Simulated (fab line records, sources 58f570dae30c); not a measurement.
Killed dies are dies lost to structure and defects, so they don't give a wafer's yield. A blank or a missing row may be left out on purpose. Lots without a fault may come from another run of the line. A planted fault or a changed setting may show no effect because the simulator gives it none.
A struck lot beside a sound one | flow berkeley_cmos170 | 6 steps out of a route of 331
Sound: wafers L574.1, L574.4, L574.5. Struck: wafers L581.1, L581.2, L581.3. The cause comes at the end.
At each step with rows: each side's tool, then ch and its chambers, then its first start. Under that, the readings that differ: sound wafers | struck wafers | difference of the means | sigmas: that difference in standard deviations of wafers without a fault.
alike: readings whose means differ by less than 2 such deviations, and words and numbers that are the same on both sides. not compared: withheld readings, readings that some wafer has no value for, bounds like >300 that may hide the same value, and numbers for which the record gives no deviation and whose values overlap.
The two part at a step that has a row with sigmas, a row that says differs or no value, or rows on one side only. Numbers that don't overlap but have no deviation are shown without sigmas and don't part them. A reading that every wafer of one side lacks parts them only if that side has two wafers or more.

UCB170_START_BOW_MEAS_00:
  sound on film_metro-03, day 2 21:00; struck on film_metro-04, day 4 08:00
  alike: INCOMING_BOW
then, 1 step without rows for these wafers: UCB170_START_CLEAN_01 (cleans in dHF, time 60 s).
UCB170_START_OXIDATION_02: target thk 20 nm, ox time 1800 s.
  sound on furnace-01 ch 0, day 3 00:52; struck on furnace-03 ch 0, day 4 13:44
  reading                                      | sound             | struck            | difference | sigmas
  ox_time_s (s)                                | 1800 1800 1800    | 2160 2160 2160    | +360       |
  model.SiO2_of_START_OXIDATION_02.thk_nm (nm) | 19.84 19.98 19.87 | 22.24 22.25 22.36 | +2.39      |
  alike: spike_tc_centre_C, tube_center_temp_C
UCB170_START_THK_MEAS_03:
  sound on film_metro-04, day 3 02:22; struck on film_metro-04, day 4 15:14
  reading              | sound          | struck         | difference | sigmas
  START_OXIDE_THK (nm) | 19.8 19.9 19.9 | 22.2 22.2 22.3 | +2.4       | +6
then, 1 step without rows for these wafers: UCB170_START_ANNEAL_04 (time 1200 s).
-- the record jumps here: 7 days lie between the struck wafers' starts before and after (it left off in module START and takes up again in module M3, whose first step shown is number 331 of the route) --
UCB170_M3_PROBE_99:
  the record has rows for the struck wafers here (prober-01, day 11 10:58) and none for the sound ones

WHERE THEY PART
First at UCB170_START_THK_MEAS_03; last, within this record, at UCB170_M3_PROBE_99.

WHY: what the simulator had put in
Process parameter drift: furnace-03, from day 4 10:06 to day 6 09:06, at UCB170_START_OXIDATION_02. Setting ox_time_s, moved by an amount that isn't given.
